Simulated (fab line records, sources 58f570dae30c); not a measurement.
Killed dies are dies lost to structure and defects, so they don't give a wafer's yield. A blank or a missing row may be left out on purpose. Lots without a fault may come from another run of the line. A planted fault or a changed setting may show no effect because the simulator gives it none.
Split-lot experiment | flow berkeley_cmos170 | 5 lots, 23 wafers read, on a route of 331 steps

THE SPLIT
At UCB170_NWELL_IMPLANT_14, the setting energy_kev was moved away from the recipe's 150 on 7 of the 23 wafers read, by -2.9% to +4.9%. The other wafers ran this setting at the recipe's value.

The reading is taken at the split's own step.

THE READING
implant.drp_nm (the simulator's own value, which no gauge read), in nm, at UCB170_NWELL_IMPLANT_14. The file gives no usual value for it.

wafer  | tool, chamber at the split | energy_kev as run | against the recipe | implant.drp_nm, nm | against lot-mates on the recipe
L074.1 | implanter-04, 0            | 150               | recipe             | 62.72              | -
L074.2 | implanter-04, 0            | 150               | recipe             | 62.72              | -
L074.3 | implanter-04, 0            | 150               | recipe             | 62.72              | -
L074.4 | implanter-04, 0            | 150               | recipe             | 62.72              | -
L074.5 | implanter-04, 0            | 150               | recipe             | 62.72              | -
L076.1 | implanter-01, 0            | 157.4             | +4.9%              | 65.03              | +2.31
L076.5 | implanter-01, 0            | 157.4             | +4.9%              | 65.03              | +2.31
L076.6 | implanter-01, 0            | 157.4             | +4.9%              | 65.03              | +2.31
L076.2 | implanter-01, 0            | 150               | recipe             | 62.72              | -
L076.4 | implanter-01, 0            | 150               | recipe             | 62.72              | -
L080.1 | implanter-04, 0            | 150               | recipe             | 62.72              | -
L080.2 | implanter-04, 0            | 150               | recipe             | 62.72              | -
L080.6 | implanter-04, 0            | 150               | recipe             | 62.72              | -
L083.1 | implanter-04, 0            | 150               | recipe             | 62.72              | -
L083.3 | implanter-04, 0            | 150               | recipe             | 62.72              | -
L083.4 | implanter-04, 0            | 150               | recipe             | 62.72              | -
L083.2 | implanter-04, 0            | 147.3             | -1.8%              | 61.85              | -0.87
L083.5 | implanter-04, 0            | 147.3             | -1.8%              | 61.85              | -0.87
L084.1 | implanter-02, 0            | 150               | recipe             | 62.72              | -
L084.4 | implanter-02, 0            | 150               | recipe             | 62.72              | -
L084.6 | implanter-02, 0            | 150               | recipe             | 62.72              | -
L084.2 | implanter-02, 0            | 145.7             | -2.9%              | 61.32              | -1.40
L084.5 | implanter-02, 0            | 145.7             | -2.9%              | 61.32              | -1.40

THE FIT
A straight line over all 23 wafers: implant.drp_nm changes by +0.473 nm for each +1% of energy_kev; r = +1.00; the points scatter about the line by 0.015 nm.
The same after taking each lot's own level away (the mean of its wafers on the recipe; 23 wafers): +0.473 nm for each +1%; r = +1.00; scatter 0.015 nm.
On that fit, the largest move of energy_kev shifts the reading by 2.3 nm.
The lots' own levels span 62.720 to 62.720 nm.
So the lot-to-lot level changes the slope little: the two slopes agree.
Check: with one of the wafers moved furthest among these (+4.9%) left out of the fit, the line predicts +2.33 nm for it against its lot-mates. It came out at +2.31 nm against them.

OTHER SPLITS ON THESE WAFERS
These wafers also went through other splits before the reading. Each is held against what the fit with the lots' levels taken away leaves over:
other split on the same wafers      | wafers away from the commonest value | r with implant.drp_nm (lot level and that fit taken away)
UCB170_START_OXIDATION_02 ox_time_s | 15                                   | +0.13
UCB170_ZERO_STRIP_07 o2_flow_sccm   | 4                                    | +0.31
UCB170_NWELL_ETCH_13 time_s         | 9                                    | +0.14

THE WHOLE CHAIN: every reading that the file lists as answering this split, in the file's order
step                    | what it does | reading                                                         | change (the file's fit)               | r (the file's)
UCB170_NWELL_IMPLANT_14 |              | implant.rp_nm (the simulator's own value, which no gauge read)  | +1.97 nm for each +1% of the setting  | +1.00
UCB170_NWELL_IMPLANT_14 |              | implant.drp_nm (the simulator's own value, which no gauge read) | +0.474 nm for each +1% of the setting | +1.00

THE FILE'S OWN FIT
implant.drp_nm changes by +0.474 nm for each +1% of energy_kev, r = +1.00.
